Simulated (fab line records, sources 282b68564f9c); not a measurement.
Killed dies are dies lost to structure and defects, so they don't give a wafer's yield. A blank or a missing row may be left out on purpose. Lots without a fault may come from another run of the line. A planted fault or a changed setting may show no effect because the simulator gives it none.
Which tool did it? | flow rit_cmos | 7 lots, 21 wafers sampled, at 3 steps of a route of 202

WHAT THE GAUGES READ, wafer by wafer
RIT_NRETRO_TW_MEAS_10.
lot  | measured    | on            | NRETRO_TW
L568 | day 2 10:47 | film_metro-01 | 1043 1044 1037
L571 | day 3 02:13 | film_metro-01 | 1044 1052 1045
L574 | day 3 16:36 | film_metro-03 | 1033 1034 1034
L579 | day 4 17:56 | film_metro-03 | 1038 1039 1035
L584 | day 5 21:32 | film_metro-01 | 1048 1042 1040
L587 | day 6 11:41 | film_metro-01 | 1043 1043 1039
L590 | day 7 03:40 | film_metro-02 | 1042 1041 1045

WHICH TOOL RAN EACH LOT (tool, then ch and the chambers of the sampled wafers, then the start)
lot  | RIT_ACTIVE_OXIDATION_01      | RIT_PWELL_STRIP_09
L568 | furnace-01 ch 0, day 1 15:07 | plasma_asher-03 ch 0,1, day 2 03:19
L571 | furnace-04 ch 0, day 2 06:07 | plasma_asher-04 ch 0,1, day 2 18:35
L574 | furnace-01 ch 0, day 2 21:26 | plasma_asher-03 ch 0,1, day 3 09:29
L579 | furnace-02 ch 0, day 3 22:39 | plasma_asher-04 ch 0,1, day 4 10:43
L584 | furnace-02 ch 0, day 4 23:07 | plasma_asher-04 ch 0,1, day 5 14:19
L587 | furnace-04 ch 0, day 5 14:07 | plasma_asher-03 ch 0,1, day 6 04:28
L590 | furnace-01 ch 0, day 6 05:07 | plasma_asher-04 ch 0,1, day 6 20:14
- RIT_ACTIVE_OXIDATION_01: target thk 46.8 nm, ox time 3209 s.
- RIT_PWELL_STRIP_09: strips in O2, time 180 s.

THE ANSWER, worked out from the rows above alone
Rule: what is usual is taken from the lots themselves. Put in order of their means at a reading, lots are off if they are a third of the lots or fewer, leave a main group of 4 or more, and stand apart from it by a gap of 3 or more times the standard deviation of the main group's means; of several such gaps the widest counts. A main group whose means are all the same, to the digits that the tables above print for the reading, isn't used. A lot without any number at a reading at which 4 lots or more have one is off too. The other lots that the step has rows for count as sound.
No lot is off at any reading shown: from this, nothing can be told.

WHAT THE SIMULATOR HAD PUT IN
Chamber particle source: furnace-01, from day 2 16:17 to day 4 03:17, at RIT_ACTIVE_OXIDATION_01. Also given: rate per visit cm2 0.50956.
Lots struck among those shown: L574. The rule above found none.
